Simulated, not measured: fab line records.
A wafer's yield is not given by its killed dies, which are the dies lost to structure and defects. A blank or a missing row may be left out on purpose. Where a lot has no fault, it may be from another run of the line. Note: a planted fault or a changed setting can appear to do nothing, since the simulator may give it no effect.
fab line records	flow rit-cmos
record lots=5	wafers=15	last-day=7
route steps=202 shown ACTIVE@7 FOX1@20 FOX2@23 NWELL@28 PWELL@39 M1@202
lots untouched by any fault: they come from a run of this same line in which no faults occurred
start-h: hours from the record's opening day to when the first of the lot's shown wafers began	wait-h: how many hours have passed since the lot's step before this one	" as in the row above	L1.1+2: a single row standing in for several wafers	- no value present, or no start provided	* or withheld: withheld	< > ~ a bound
route shown NAME@n: names a module that has steps shown in the file, with the first one's number in the route	usual: the fault-free wafers' mean and standard deviation	same: alike in all rows	chamber/n: place in a boat	sites: readings site by site	_std_site: their standard deviation	_edge_site: outer sites' mean less inner sites'	radius-mm: for every site, how far away it sits from the centre of the wafer	mask NAME#n: copy n	behind: tool/chamber where the wafer was last shaped	hold: why the lot was held/for how many hours/how that ended	device: which transistor (n, p or np) failed to switch	end of line: tests of these same wafers at the route's end	a step without rows: its recipe alone	killed: not the wafer's yield, but the dies lost to structure and defects at the first sort	map: a wafer's dies, marking killed ones x, the rest . and places with no die _
set.NAME: the setting that was run; set.NAME@STEP: the one run at that earlier step	model.NAME: the simulator's own value behind a step, which no gauge read
a table for each step, a row for each wafer; lots at some steps of the route
services: the hour from which a tool's chamber was out of use, counted from the record's first day as start-h (under 0 if before that day), plus the number of hours and why
## steps
# step RIT_ACTIVE_COAT_06
# recipe resist=NOVOLAK	spin-rpm=3188	resist-thk-nm=1000
# step RIT_ACTIVE_SOFTBAKE_07
# recipe resist=NOVOLAK	temp-c=90	time-s=60
# step RIT_ACTIVE_EXPOSE_08
# recipe mask-id=M1	na=0.6	source-shape=conventional	sigma-outer=0.6	target-cd-nm=1400	dose-mj=225
# step RIT_ACTIVE_PEB_09
# recipe resist=NOVOLAK	temp-c=withheld	time-s=withheld
# step RIT_ACTIVE_DEVELOP_10
# recipe resist=NOVOLAK	develop-time-s=50	dev-temp-c=23
# step RIT_ACTIVE_CD_MEAS_11
# recipe target-cd-nm=1400
# usual cd-nm=1401.1/2.2
lot.wafer	tool	chamber	start-h	wait-h	cd-nm
L447.1	cd-sem-01	-	15.36	-	1403.2
L447.2	"	-	"	"	1400.3
L447.3	"	-	"	"	1401.2
L453.2	cd-sem-01	-	45.17	-	1401.3
L453.4	"	-	"	"	1400.3
L453.5	"	-	"	"	1397.5
L456.1	cd-sem-01	-	59.56	-	1399.6
L456.3	"	-	"	"	1398.8
L456.4	"	-	"	"	1398.0
L469.1	cd-sem-02	-	125.15	-	1400.7
L469.2	"	-	"	"	1399.8
L469.6	"	-	"	"	1399.9
L470.1	cd-sem-02	-	129.46	-	1400.8
L470.2	"	-	"	"	1399.5
L470.5	"	-	"	"	1400.3
# step RIT_ACTIVE_HARDBAKE_12
# recipe resist=NOVOLAK	temp-c=140	time-s=60
# step RIT_ACTIVE_ETCH_13
# recipe stop-on=SiO2	chemistry=SF6	target=Si3N4	time-s=210	over-etch-frac=0.4	SF6_flow_sccm=200	pressure-mtorr=260	rf-w=125	target-depth-a=2100
# usual chamber-pressure-mTorr=259.99/0.25	drypump-motor-current-A=5.7/0.44	oes-product-au=0.819/0.013	throttle-valve-pct=7.53/0.084
lot.wafer	tool	chamber	start-h	wait-h	chamber-pressure-mTorr	drypump-motor-current-A	oes-product-au	rf-hours-counter-h	throttle-valve-pct
L447.1	rie-diel-01	2	15.77	0.1	259.93	5.2	0.841	31	7.43
L447.2	"	3	"	"	259.96	5.0	0.809	48	7.57
L447.3	"	1	"	"	259.78	5.9	0.825	64	7.55
L453.2	rie-diel-01	0	45.42	0.1	259.73	4.8	0.809	26	7.67
L453.4	"	2	"	"	259.96	5.2	0.839	32	7.45
L453.5	"	2	"	"	260.21	5.2	0.841	-	7.43
L456.1	rie-diel-04	0	59.94	0.1	259.79	6.1	0.803	29	7.37
L456.3	"	1	"	"	260.14	6.1	0.831	128	7.51
L456.4	"	2	"	"	259.69	5.4	0.823	5	7.51
L469.1	rie-diel-02	2	125.42	0.1	259.91	5.4	0.829	68	7.55
L469.2	"	3	"	"	260.24	6.2	0.799	132	7.46
L469.6	"	1	"	"	259.69	5.7	0.801	-	7.59
L470.1	rie-diel-04	2	129.73	0.1	260.10	5.4	0.817	6	7.51
L470.2	"	1	"	"	259.85	6.1	0.835	130	7.51
L470.5	"	3	"	"	259.62	6.1	0.819	-	7.64
# step RIT_ACTIVE_STRIP_14
# recipe chemistry=O2	time-s=180	resist=NOVOLAK	platen-temp-c=withheld	power-w=500	pressure-mtorr=4000	o2-flow-sccm=4000
# usual chamber-pressure-mTorr=4000/3.7	drypump-motor-current-A=5.7/0.51
lot.wafer	tool	chamber	start-h	wait-h	chamber-pressure-mTorr	drypump-motor-current-A	rf-hours-counter-h
L447.1	plasma-asher-01	0	15.90	0.1	4000	5.0	41
L447.2	"	1	"	"	3997	5.5	41
L447.3	"	1	"	"	3998	5.5	-
L453.2	plasma-asher-02	1	45.55	0.1	3996	6.0	41
L453.4	"	1	"	"	3996	6.0	-
L453.5	"	1	"	"	4001	6.0	-
L456.1	plasma-asher-01	0	60.08	0.1	3997	5.0	45
L456.3	"	0	"	"	3999	5.0	-
L456.4	"	1	"	"	3995	5.5	-
L469.1	plasma-asher-01	0	125.55	0.1	3992	5.0	1
L469.2	"	1	"	"	4003	5.5	1
L469.6	"	0	"	"	4002	4.9	-
L470.1	plasma-asher-02	1	129.87	0.1	3996	6.0	50
L470.2	"	0	"	"	3992	6.2	50
L470.5	"	1	"	"	3998	6.0	-
# step RIT_ACTIVE_CD_MEAS_90
# recipe target-cd-nm=1400
# usual cd-nm=1401.1/2.1
lot.wafer	tool	chamber	start-h	wait-h	cd-nm
L447.1	cd-sem-01	-	16.08	0.1	1402.9
L447.2	"	-	"	"	1400.5
L447.3	"	-	"	"	1401.8
L453.2	cd-sem-02	-	45.75	0.1	1401.0
L453.4	"	-	"	"	1399.7
L453.5	"	-	"	"	1397.4
L456.1	cd-sem-01	-	60.25	0.1	1399.2
L456.3	"	-	"	"	1399.0
L456.4	"	-	"	"	1397.6
L469.1	cd-sem-01	-	125.73	0.1	1400.7
L469.2	"	-	"	"	1400.1
L469.6	"	-	"	"	1400.1
L470.1	cd-sem-01	-	130.04	0.1	1400.4
L470.2	"	-	"	"	1399.1
L470.5	"	-	"	"	1400.3
# step RIT_ACTIVE_CLEAN_15
# recipe chemistry=SC1	mix=3:3:50	time-s=600	temp-c=75
# step RIT_ACTIVE_CLEAN_16
# recipe chemistry=dHF	dilution=50:1	time-s=30
# step RIT_ACTIVE_CLEAN_17
# recipe chemistry=SC2	mix=3:3:50	time-s=600	temp-c=75	dry=n2-spin
# usual temp-c=75.01/0.12
lot.wafer	tool	chamber	start-h	wait-h	temp-c
L447.1	wet-bench-01	0	16.40	0.0	75.09
L447.2	"	0	"	"	75.08
L447.3	"	0	"	"	74.93
L453.2	wet-bench-03	1	46.04	0.0	74.96
L453.4	"	1	"	"	74.94
L453.5	"	1	"	"	74.98
L456.1	wet-bench-03	0	60.56	0.0	75.17
L456.3	"	0	"	"	75.00
L456.4	"	0	"	"	75.05
L469.1	wet-bench-04	3	126.04	0.0	74.77
L469.2	"	3	"	"	75.12
L469.6	"	3	"	"	74.97
L470.1	wet-bench-04	3	130.35	0.0	74.96
L470.2	"	3	"	"	75.13
L470.5	"	3	"	"	74.97
# step RIT_FOX1_OXIDATION_00
# recipe temp-c=1100	ambient=H2O	target-thk-a=3507	p-h2o-torr=720	ox-time-s=1130
# step RIT_FOX1_THK_MEAS_01
# recipe reads=SiO2_of_FOX1_OXIDATION_00
# usual FOX1_OXIDE_THK=347/6.3
lot.wafer	tool	chamber	start-h	wait-h	FOX1_OXIDE_THK[nm]
L447.1	film-metro-02	-	17.91	0.0	339
L447.2	"	-	"	"	339
L447.3	"	-	"	"	333
L453.2	film-metro-01	-	47.54	0.0	353
L453.4	"	-	"	"	348
L453.5	"	-	"	"	345
L456.1	film-metro-01	-	62.05	0.0	350
L456.3	"	-	"	"	348
L456.4	"	-	"	"	346
L469.1	film-metro-01	-	127.53	0.0	355
L469.2	"	-	"	"	356
L469.6	"	-	"	"	357
L470.1	film-metro-02	-	131.84	0.0	342
L470.2	"	-	"	"	354
L470.5	"	-	"	"	353
# step RIT_FOX1_WET_ETCH_02
# recipe chemistry=BOE	target-depth-nm=350	time-s=390	temp-c=21.5	dry=n2-spin	dilution=10:1	target=SiO2
# step RIT_FOX2_OXIDATION_00
# recipe temp-c=1100	ambient=H2O	target-thk-a=3507	p-h2o-torr=720	ox-time-s=1130
# step RIT_FOX2_THK_MEAS_01
# recipe reads=SiO2_of_FOX2_OXIDATION_00
# usual FOX2_OXIDE_THK=350/6.6
lot.wafer	tool	chamber	start-h	wait-h	FOX2_OXIDE_THK[nm]
L447.1	film-metro-03	-	19.41	0.0	363
L447.2	"	-	"	"	362
L447.3	"	-	"	"	355
L453.2	film-metro-04	-	49.03	0.0	348
L453.4	"	-	"	"	347
L453.5	"	-	"	"	349
L456.1	film-metro-04	-	63.54	0.0	343
L456.3	"	-	"	"	344
L456.4	"	-	"	"	340
L469.1	film-metro-01	-	129.02	0.0	354
L469.2	"	-	"	"	351
L469.6	"	-	"	"	353
L470.1	film-metro-01	-	133.37	0.0	347
L470.2	"	-	"	"	345
L470.5	"	-	"	"	347
# step RIT_FOX2_CLEAN_02
# recipe chemistry=dHF	dilution=50:1	time-s=180
# step RIT_FOX2_WET_ETCH_03
# recipe chemistry=H3PO4	target=Si3N4	target-depth-nm=195	temp-c=165	time-s=2700
# step RIT_FOX2_THK_MEAS_90
# recipe reads=SiO2_of_FOX2_OXIDATION_00
# usual FIELD_OXIDE_LEFT_1_THK=323/6.6
lot.wafer	tool	chamber	start-h	wait-h	FIELD_OXIDE_LEFT_1_THK[nm]
L447.1	film-metro-04	-	20.36	0.0	336
L447.2	"	-	"	"	335
L447.3	"	-	"	"	328
L453.2	film-metro-03	-	49.91	0.0	320
L453.4	"	-	"	"	320
L453.5	"	-	"	"	321
L456.1	film-metro-04	-	64.42	0.0	316
L456.3	"	-	"	"	317
L456.4	"	-	"	"	313
L469.1	film-metro-04	-	129.90	0.0	326
L469.2	"	-	"	"	323
L469.6	"	-	"	"	325
L470.1	film-metro-04	-	134.24	0.0	319
L470.2	"	-	"	"	318
L470.5	"	-	"	"	320
# step RIT_NWELL_HMDS_00
# recipe prime-time-s=62.11	prime-temp-c=140
# step RIT_NWELL_COAT_01
# recipe resist=NOVOLAK	spin-rpm=2000	resist-thk-nm=1300
# step RIT_NWELL_SOFTBAKE_02
# recipe resist=NOVOLAK	temp-c=90	time-s=60
# step RIT_NWELL_EXPOSE_03
# recipe mask-id=M2	na=0.57	target-cd-nm=43900	dose-mj=250
# step RIT_NWELL_PEB_04
# recipe resist=NOVOLAK	temp-c=withheld	time-s=withheld
# step RIT_NWELL_DEVELOP_05
# recipe resist=NOVOLAK	develop-time-s=68	dev-temp-c=23
# step RIT_NWELL_OVL_MEAS_06
# usual NWELL_OVL=0.0/1.5
lot.wafer	tool	chamber	start-h	wait-h	NWELL_OVL[nm]
L447.1	overlay-02	-	21.43	-	0.8
L447.2	"	-	"	"	0.4
L447.3	"	-	"	"	-0.5
L453.2	overlay-02	-	50.88	-	-4.9
L453.4	"	-	"	"	-4.5
L453.5	"	-	"	"	-3.5
L456.1	overlay-02	-	65.48	-	-1.0
L456.3	"	-	"	"	-1.3
L456.4	"	-	"	"	0.5
L469.1	overlay-02	-	131.04	-	-0.7
L469.2	"	-	"	"	1.5
L469.6	"	-	"	"	1.7
L470.1	overlay-01	-	135.44	-	1.4
L470.2	"	-	"	"	1.4
L470.5	"	-	"	"	-0.3
# step RIT_NWELL_HARDBAKE_07
# recipe resist=NOVOLAK	temp-c=140	time-s=120
# step RIT_NWELL_IMPLANT_08
# recipe species=P	energy-kev=170	dose-cm2=5e+13	tilt-deg=7
# step RIT_NWELL_STRIP_09
# recipe chemistry=O2	time-s=180	resist=NOVOLAK	platen-temp-c=withheld	power-w=500	pressure-mtorr=4000	o2-flow-sccm=4000
# usual chamber-pressure-mTorr=4000/4.1	drypump-motor-current-A=5.6/0.48
lot.wafer	tool	chamber	start-h	wait-h	chamber-pressure-mTorr	drypump-motor-current-A	rf-hours-counter-h
L447.1	plasma-asher-03	0	21.87	0.1	3999	6.4	36
L447.2	"	1	"	"	4000	5.7	36
L447.3	"	0	"	"	3999	6.4	-
L453.2	plasma-asher-03	1	51.35	0.1	4005	5.7	39
L453.4	"	0	"	"	4009	6.5	-
L453.5	"	0	"	"	3998	6.4	-
L456.1	plasma-asher-01	0	65.92	0.1	4000	5.0	46
L456.3	"	1	"	"	4009	5.5	-
L456.4	"	0	"	"	3995	5.0	-
L469.1	plasma-asher-04	1	131.48	0.1	3997	5.9	33
L469.2	"	0	"	"	3991	5.2	33
L469.6	"	0	"	"	4001	5.2	-
L470.1	plasma-asher-04	1	135.88	0.1	4002	5.8	34
L470.2	"	0	"	"	4001	5.2	34
L470.5	"	1	"	"	3994	5.8	-
# step RIT_NWELL_TW_MEAS_10
# usual NWELL_TW=2146/12
lot.wafer	tool	chamber	start-h	wait-h	NWELL_TW
L447.1	film-metro-04	-	22.04	0.1	2133
L447.2	"	-	"	"	2130
L447.3	"	-	"	"	2122
L453.2	film-metro-04	-	51.54	0.1	2142
L453.4	"	-	"	"	2143
L453.5	"	-	"	"	2147
L456.1	film-metro-02	-	66.09	0.1	2156
L456.3	"	-	"	"	2155
L456.4	"	-	"	"	2156
L469.1	film-metro-04	-	131.65	0.1	2136
L469.2	"	-	"	"	2140
L469.6	"	-	"	"	2131
L470.1	film-metro-04	-	136.05	0.1	2130
L470.2	"	-	"	"	2131
L470.5	"	-	"	"	2127
# step RIT_PWELL_HMDS_00
# recipe prime-time-s=60	prime-temp-c=140
# step RIT_PWELL_COAT_01
# recipe resist=NOVOLAK	spin-rpm=2000	resist-thk-nm=1300
# step RIT_PWELL_SOFTBAKE_02
# recipe resist=NOVOLAK	temp-c=90	time-s=61.31
# usual plate-sensor-t-centre-C=90.971/0.0099	plate-sensor-t-edge-C=91.021/0.01	softbake-temp-c=89.95/0.13
lot.wafer	tool	chamber	start-h	wait-h	plate-sensor-t-centre-C	plate-sensor-t-edge-C	softbake-temp-c
L447.1	litho-track-02	0	22.40	0.1	90.978	91.026	90.12
L447.2	"	0	"	"	90.997	91.030	89.87
L447.3	"	0	"	"	90.975	91.019	89.92
L453.2	litho-track-03	0	51.91	0.1	90.960	91.035	90.01
L453.4	"	0	"	"	90.978	91.023	89.90
L453.5	"	0	"	"	90.959	91.021	89.99
L456.1	litho-track-04	0	66.45	0.1	90.988	91.025	90.00
L456.3	"	0	"	"	90.951	91.026	89.79
L456.4	"	0	"	"	90.963	91.028	89.85
L469.1	litho-track-04	0	132.01	0.1	90.975	91.029	89.82
L469.2	"	0	"	"	90.969	91.040	89.84
L469.6	"	0	"	"	90.981	91.003	89.92
L470.1	litho-track-03	0	136.41	0.1	90.969	91.005	90.08
L470.2	"	0	"	"	90.954	91.012	90.19
L470.5	"	0	"	"	90.969	91.010	90.17
# step RIT_PWELL_EXPOSE_03
# recipe mask-id=M3	na=0.57	target-cd-nm=43700	dose-mj=250
# step RIT_PWELL_PEB_04
# recipe resist=NOVOLAK	temp-c=withheld	time-s=withheld
# step RIT_PWELL_DEVELOP_05
# recipe resist=NOVOLAK	develop-time-s=68	dev-temp-c=23
# step RIT_PWELL_OVL_MEAS_06
# usual PWELL_OVL=0.5/1.4
lot.wafer	tool	chamber	start-h	wait-h	PWELL_OVL[nm]
L447.1	overlay-02	-	23.11	-	0.2
L447.2	"	-	"	"	-0.6
L447.3	"	-	"	"	0.2
L453.2	overlay-01	-	52.47	-	-2.9
L453.4	"	-	"	"	-1.5
L453.5	"	-	"	"	-0.7
L456.1	overlay-02	-	67.03	-	-0.3
L456.3	"	-	"	"	-0.3
L456.4	"	-	"	"	0.0
L469.1	overlay-02	-	132.72	-	-1.2
L469.2	"	-	"	"	-0.6
L469.6	"	-	"	"	-1.1
L470.1	overlay-02	-	137.12	-	1.0
L470.2	"	-	"	"	-2.3
L470.5	"	-	"	"	-1.3
# step RIT_PWELL_HARDBAKE_07
# recipe resist=NOVOLAK	temp-c=140	time-s=120
# step RIT_PWELL_IMPLANT_08
# recipe species=B	energy-kev=170	dose-cm2=7e+13	tilt-deg=7
# step RIT_PWELL_STRIP_09
# recipe chemistry=O2	time-s=180	resist=NOVOLAK	platen-temp-c=withheld	power-w=500	pressure-mtorr=4000	o2-flow-sccm=4000
# usual chamber-pressure-mTorr=4000/3.7	drypump-motor-current-A=5.5/0.41
lot.wafer	tool	chamber	start-h	wait-h	chamber-pressure-mTorr	drypump-motor-current-A	rf-hours-counter-h
L447.1	plasma-asher-01	0	23.54	0.1	4000	5.0	41
L447.2	"	1	"	"	3996	5.5	41
L447.3	"	1	"	"	4002	5.5	-
L453.2	plasma-asher-02	1	52.90	0.1	3997	6.0	42
L453.4	"	1	"	"	4002	6.0	-
L453.5	"	0	"	"	3995	6.2	-
L456.1	plasma-asher-04	0	67.47	0.1	3997	5.2	26
L456.3	"	1	"	"	4009	5.9	-
L456.4	"	0	"	"	4000	5.2	-
L469.1	plasma-asher-04	0	133.15	0.1	3999	5.2	33
L469.2	"	1	"	"	4007	5.9	33
L469.6	"	1	"	"	4000	5.9	-
L470.1	plasma-asher-01	0	137.70	0.1	3998	5.0	3
L470.2	"	1	"	"	3998	5.5	3
L470.5	"	1	"	"	3998	5.5	-
# step RIT_M1_PROBE_99
# usual killed-at-contacts=0.1/0.23	killed-at-front-end=7.3/2.9	killed-dies=7.3/3	killed-open=3.6/1.8	killed-short=3.7/2.1
# same gross-dies=264	killed_at_M0_to_M3=0	killed_at_M4_up=0	killed-at-back-side=0	killed-at-other=0
lot.wafer	tool	chamber	start-h	wait-h	killed-at-contacts	killed-at-front-end	killed-dies	killed-open	killed-short	model.etest.pmos_0p15.gate-log10-a-cm2	model.etest.nmos_0p15.gate-log10-a-cm2	model.etest.gate-to-diffusion-comb.leak-log10-a-um	model.etest.gate-end-array.leak-log10-a-um	model.etest.nmos_0p3.off-log10-a-um	model.etest.nmos-narrow.off-log10-a-um	model.etest.pmos_0p3.off-log10-a-um	model.etest.nmos_0p15.gate-bv-v
L447.1	prober-02	-	59.56	0.1	0	10	10	2	8	-6.015	-4.958	-11.98	-12.76	-12.92	-13.07	-12.8	4.727
L447.2	prober-02	-	59.61	0.1	0	11	11	7	4	-6.148	-5.272	-12.19	-12.79	-12.9	-13.1	-12.8	4.795
L447.3	prober-02	-	59.66	0.2	0	5	5	2	3	-6.433	-5.41	-12.31	-12.88	-13.02	-13.14	-12.92	4.843
L453.2	prober-02	-	89.58	0.1	0	6	6	1	5	-6.238	-5.318	-12.25	-12.74	-12.85	-13.11	-12.8	4.75
L453.4	prober-02	-	89.68	0.2	0	6	6	2	4	-6.353	-5.332	-12.28	-12.96	-13.11	-13.24	-12.75	4.755
L453.5	prober-02	-	89.73	0.2	1	14	15	4	11	-6.746	-5.785	-12.49	-12.94	-13.11	-13.29	-12.99	4.872
L456.1	prober-01	-	102.12	0.1	0	11	11	8	3	-1.008	-0.3246	-7.419	-10.85	-10.97	-10.94	-10.61	2.824
L456.3	prober-01	-	102.22	0.2	0	6	6	3	3	-1.037	-0.4681	-7.634	-10.27	-10.51	-10.93	-10.65	2.816
L456.4	prober-01	-	102.27	0.2	0	6	6	4	2	-1.064	-0.4293	-7.475	-10.61	-10.84	-10.95	-10.87	2.832
L469.1	prober-02	-	168.63	0.1	0	7	7	4	3	-6.545	-5.439	-12.36	-12.99	-13.24	-13.19	-12.83	4.797
L469.2	prober-02	-	168.68	0.1	1	5	6	1	4	-6.192	-5.191	-12.12	-12.69	-12.9	-13.25	-12.79	4.716
L469.6	prober-02	-	168.88	0.2	0	8	8	4	4	-6.138	-5.167	-12.23	-12.8	-13	-13.19	-12.98	4.753
L470.1	prober-01	-	171.78	0.1	0	12	12	3	8	-7.362	-6.047	-12.86	-12.81	-13.02	-13.26	-13.1	4.962
L470.2	prober-01	-	171.83	0.1	0	9	9	4	5	-7.419	-6.206	-12.87	-13.06	-13.25	-13.29	-13.22	4.995
L470.5	prober-01	-	171.98	0.2	0	7	7	3	2	-7.343	-6	-12.71	-12.88	-13.09	-13.24	-13.06	4.98
# killed by level:class
L447.1 GATE:geometric-particle:short=5 GATE:geometric-particle:open=1 SILICIDE:geometric-particle:short=1 REOX:geometric-particle:short=1 SPACER:geometric-particle:short=1 SPACER:geometric-particle:open=1
L447.2 GATE:geometric-particle:open=3 GATE:geometric-particle:short=2 REOX:geometric-particle:open=2 FOX2:geometric-particle:open=1 REOX:geometric-particle:short=1 SPACER:geometric-particle:short=1 SILICIDE:geometric-particle:open=1
L447.3 FOX1:geometric-particle:open=1 GATE:geometric-particle:short=1 REOX:geometric-particle:open=1 REOX:geometric-particle:short=1 SPACER:geometric-particle:short=1
L453.2 REOX:geometric-particle:short=3 GATE:geometric-particle:open=1 SPACER:geometric-particle:short=1 SILICIDE:geometric-particle:short=1
L453.4 FOX1:geometric-particle:short=1 FOX1:geometric-particle:open=1 GATE:geometric-particle:short=1 REOX:geometric-particle:short=1 SPACER:geometric-particle:open=1 SPACER:geometric-particle:short=1
L453.5 GATE:geometric-particle:short=5 SPACER:geometric-particle:short=4 FOX1:geometric-particle:open=2 SPACER:geometric-particle:open=2 REOX:geometric-particle:short=1 CONTACT:geometric-particle:short=1
L456.1 FOX1:geometric-particle:open=2 GATE:geometric-particle:open=2 REOX:geometric-particle:open=2 FOX2:geometric-particle:short=1 GATE:geometric-particle:short=1 REOX:geometric-particle:short=1 SPACER:geometric-particle:open=1 SILICIDE:geometric-particle:open=1
L456.3 GATE:geometric-particle:open=2 GATE:geometric-particle:short=2 REOX:geometric-particle:short=1 SILICIDE:geometric-particle:open=1
L456.4 GATE:geometric-particle:open=2 FOX1:geometric-particle:open=1 GATE:geometric-particle:short=1 REOX:geometric-particle:short=1 SPACER:geometric-particle:open=1
L469.1 SILICIDE:geometric-particle:short=2 FOX1:geometric-particle:open=1 FOX2:geometric-particle:open=1 GATE:geometric-particle:open=1 GATE:geometric-particle:short=1 SPACER:geometric-particle:open=1
L469.2 GATE:geometric-particle:short=2 FOX1:geometric-particle:open=1 FOX1:geometric-particle:short=1 SPACER:geometric-particle:short=1 CONTACT:coat-microbubble-printed=1
L469.6 GATE:geometric-particle:open=4 GATE:geometric-particle:short=3 FOX1:geometric-particle:short=1
L470.1 GATE:geometric-particle:short=4 FOX1:geometric-particle:short=1 FOX2:geometric-particle:short=1 FOX2:geometric-particle:open=1 GATE:geometric-particle:open=1 REOX:geometric-particle:open=1 REOX:geometric-particle:short=1 SILICIDE:geometric-particle:short=1
L470.2 GATE:geometric-particle:short=3 FOX1:geometric-particle:open=2 GATE:geometric-particle:open=2 FOX1:geometric-particle:short=1 SPACER:geometric-particle:short=1
L470.5 FOX1:geometric-particle:short=2 GATE:geometric-particle:open=2 NLDD:coat-microbubble-printed=2 SILICIDE:geometric-particle:open=1
## services
tool	chamber	start-h	hours	kind
rie-diel-04	1	-7.23	1.4	repair
plasma-asher-01	-	4.49	6.7	repair
rie-diel-02	0	7.52	-	clean
rie-diel-02	0	7.52	16.1	scheduled-down
rie-diel-02	0	7.52	16.1	vent-cycle
wet-bench-04	-	13.18	5.0	repair
plasma-asher-04	-	29.74	2.5	repair
rie-diel-01	3	32.95	7.7	repair
wet-bench-03	-	48.20	10.9	repair
wet-bench-03	-	68.62	2.3	repair
rie-diel-01	-	76.42	1.5	repair
rie-diel-02	0	104.64	8.5	repair
plasma-asher-01	-	108.75	9.0	pm
plasma-asher-01	0	108.75	9.0	vent-cycle
plasma-asher-01	1	108.75	9.0	vent-cycle
plasma-asher-01	0	117.75	-	clean
plasma-asher-01	1	117.75	-	clean
rie-diel-01	-	124.38	4.3	pm
plasma-asher-03	-	127.60	15.7	repair
## key
first-sign none at tools or gauges
model-effect step=RIT_M1_PROBE_99	value=etest.pmos_0p15.gate-log10-a-cm2	without=-6.66	struck=-1.036
met-at RIT_ACTIVE_CLEAN_17
struck-wafers L456.1,L456.3,L456.4
tester-left-out L456
onset-between 46.04 60.56
also-fits RIT_NWELL_STRIP_09:plasma-asher-01
fault kind=metallic-contamination-source	tool=wet-bench-03	chamber=-	onset-h=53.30	steps=RIT_ACTIVE_CLEAN_17	rate-cm2-per-visit=1e+13	species=metal-fe-cm2
# tester-left-out: of these lots the tester's yield and bins aren't shown, on N5 and GAA mostly nor the transistor test; their killed dies are dies lost to structure and defects alone, not to doping, threshold or leakage, so they don't give the yield
